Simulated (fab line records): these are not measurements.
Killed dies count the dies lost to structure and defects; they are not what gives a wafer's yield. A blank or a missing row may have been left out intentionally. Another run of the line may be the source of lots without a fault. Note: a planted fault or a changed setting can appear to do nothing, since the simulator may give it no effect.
Which tool is to blame? :: flow berkeley cmos170 :: 14 lots with 42 wafers sampled at 3 steps, on a route of 331 steps

## WHAT EACH GAUGE READ, for each wafer
UCB170_START_THK_MEAS_03.
lot: L711
measured: day 1 19:49
on: film metro-03
START_OXIDE_THK (nm): 20.4 20.5 20.5

lot: L710
measured: day 1 19:50
on: film metro-01
START_OXIDE_THK (nm): 20.0 20.2 20.5

lot: L712
measured: day 2 01:56
on: film metro-03
START_OXIDE_THK (nm): 20.3 20.0 20.3

lot: L714
measured: day 2 08:04
on: film metro-02
START_OXIDE_THK (nm): 20.0 20.3 20.3

lot: L715
measured: day 2 14:43
on: film metro-01
START_OXIDE_THK (nm): 19.3 19.5 19.4

lot: L716
measured: day 2 21:55
on: film metro-01
START_OXIDE_THK (nm): 19.7 20.0 20.2

lot: L717
measured: day 3 02:07
on: film metro-02
START_OXIDE_THK (nm): 20.4 19.9 20.1

lot: L718
measured: day 3 08:14
on: film metro-01
START_OXIDE_THK (nm): 20.1 19.9 20.4

lot: L719
measured: day 3 12:58
on: film metro-02
START_OXIDE_THK (nm): 20.0 19.9 19.6

lot: L723
measured: day 4 08:59
on: film metro-01
START_OXIDE_THK (nm): 19.3 19.4 19.6

lot: L725
measured: day 4 18:25
on: film metro-03
START_OXIDE_THK (nm): 19.8 19.7 19.9

lot: L728
measured: day 5 05:41
on: film metro-03
START_OXIDE_THK (nm): 19.5 19.5 19.6

lot: L731
measured: day 6 00:52
on: film metro-03
START_OXIDE_THK (nm): 20.1 20.0 19.9

lot: L733
measured: day 6 10:15
on: film metro-03
START_OXIDE_THK (nm): 20.3 20.3 20.5

UCB170_NWELL_THK_MEAS_05.
lot: L711
measured: day 2 15:30
on: film metro-01
NWELL_NITRIDE_THK (nm): 224.4 223.8 223.7

lot: L710
measured: day 2 15:31
on: film metro-02
NWELL_NITRIDE_THK (nm): 225.6 224.2 224.7

lot: L712
measured: day 2 17:53
on: film metro-01
NWELL_NITRIDE_THK (nm): 221.0 221.8 221.7

lot: L714
measured: day 2 22:53
on: film metro-01
NWELL_NITRIDE_THK (nm): 225.1 225.3 225.0

lot: L715
measured: day 3 12:46
on: film metro-01
NWELL_NITRIDE_THK (nm): 223.1 223.5 223.4

lot: L716
measured: day 3 18:29
on: film metro-02
NWELL_NITRIDE_THK (nm): 227.7 225.8 225.4

lot: L717
measured: day 3 22:53
on: film metro-01
NWELL_NITRIDE_THK (nm): 223.5 225.3 224.3

lot: L718
measured: day 4 06:50
on: film metro-04
NWELL_NITRIDE_THK (nm): 225.1 223.7 223.6

lot: L719
measured: day 4 06:50
on: film metro-01
NWELL_NITRIDE_THK (nm): 223.1 223.6 223.1

lot: L723
measured: day 5 03:09
on: film metro-01
NWELL_NITRIDE_THK (nm): 223.0 221.2 224.2

lot: L725
measured: day 5 10:30
on: film metro-04
NWELL_NITRIDE_THK (nm): 223.7 221.1 221.0

lot: L728
measured: day 6 00:20
on: film metro-04
NWELL_NITRIDE_THK (nm): 225.4 224.9 224.3

lot: L731
measured: day 6 21:30
on: film metro-02
NWELL_NITRIDE_THK (nm): 228.8 228.2 227.4

lot: L733
measured: day 7 08:10
on: film metro-01
NWELL_NITRIDE_THK (nm): 223.8 223.9 224.6

## EACH LOT AND THE TOOL THAT RAN IT (in order: tool; ch and the chambers of the sampled wafers; start)
lot: L711
UCB170_ZERO_HMDS_00: litho track-02 ch 0, day 2 01:17

lot: L710
UCB170_ZERO_HMDS_00: litho track-02 ch 0, day 2 00:53

lot: L712
UCB170_ZERO_HMDS_00: litho track-01 ch 0, day 2 08:03

lot: L714
UCB170_ZERO_HMDS_00: litho track-02 ch 0, day 2 11:50

lot: L715
UCB170_ZERO_HMDS_00: litho track-04 ch 0, day 2 21:33

lot: L716
UCB170_ZERO_HMDS_00: litho track-04 ch 0, day 3 02:38

lot: L717
UCB170_ZERO_HMDS_00: litho track-01 ch 0, day 3 08:02

lot: L718
UCB170_ZERO_HMDS_00: litho track-01 ch 0, day 3 13:47

lot: L719
UCB170_ZERO_HMDS_00: litho track-02 ch 0, day 3 19:09

lot: L723
UCB170_ZERO_HMDS_00: litho track-02 ch 0, day 4 14:40

lot: L725
UCB170_ZERO_HMDS_00: litho track-02 ch 0, day 4 21:31

lot: L728
UCB170_ZERO_HMDS_00: litho track-04 ch 0, day 5 10:11

lot: L731
UCB170_ZERO_HMDS_00: litho track-04 ch 0, day 6 05:16

lot: L733
UCB170_ZERO_HMDS_00: litho track-04 ch 0, day 6 15:46
- UCB170_ZERO_HMDS_00: prime time 60 s.

## WHAT THE TOOLS THEMSELVES READ (means of the sampled wafers that have a number; where no wafer has one, the mark that the record gives instead)
UCB170_ZERO_HMDS_00.
lot: L711
tool: litho track-02
prime temp c (C): 100.29

lot: L710
tool: litho track-02
prime temp c (C): 100.20

lot: L712
tool: litho track-01
prime temp c (C): 100.05

lot: L714
tool: litho track-02
prime temp c (C): 100.12

lot: L715
tool: litho track-04
prime temp c (C): 100.14

lot: L716
tool: litho track-04
prime temp c (C): 100.09

lot: L717
tool: litho track-01
prime temp c (C): 99.90

lot: L718
tool: litho track-01
prime temp c (C): 99.84

lot: L719
tool: litho track-02
prime temp c (C): 99.97

lot: L723
tool: litho track-02
prime temp c (C): 94.00

lot: L725
tool: litho track-02
prime temp c (C): 93.88

lot: L728
tool: litho track-04
prime temp c (C): 100.00

lot: L731
tool: litho track-04
prime temp c (C): 100.14

lot: L733
tool: litho track-04
prime temp c (C): 100.04

## THE ANSWER, worked out from the rows above alone
Rule: the usual values come from the lots themselves. The widest of any qualifying gaps counts: lots, ordered by their means at a reading, are off when they make up no more than a third of the lots, leave a main group of 4 or more, and stand apart from it by 3 or more times the standard deviation of that group's means. Not used: any main group whose means are identical at the precision the tables above print for the reading. A lot without any number at a reading at which 4 lots or more have one is off too. Where the step has rows for the other lots, those lots are counted as sound. First the gauges in route order, then the tools' own readings, where a lot's mean is used as printed above. The first step at which some lot is off is used, and at that step the reading that is off furthest; a lot without a number counts as furthest.
Off at UCB170_ZERO_HMDS_00 (prime temp c): L723, L725. Mean 100.06 C and standard deviation 0.12 in the main group.
A tool fits if, at that step or a process step before it, it ran every lot that is off, and no sound lot after the first of them. One fits: UCB170_ZERO_HMDS_00 on litho track-02. A fault onset in the window from L719 (day 3 19:09, its last sound lot) to L723 (day 4 14:40, its first lot off) fits.
On the lots that are off, the tool's own readings at UCB170_ZERO_HMDS_00 differ by more than 5 times the standard deviation of the sound lots' means, which bears it out; prime temp c reads 93.94 C there versus 100.06 C on the sound lots.

## WHAT THE SIMULATOR PUT IN
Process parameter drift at UCB170_ZERO_HMDS_00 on litho track-02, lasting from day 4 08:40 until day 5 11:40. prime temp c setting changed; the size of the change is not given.
Struck lots among those shown: L723, L725. Same finding as the rule above.
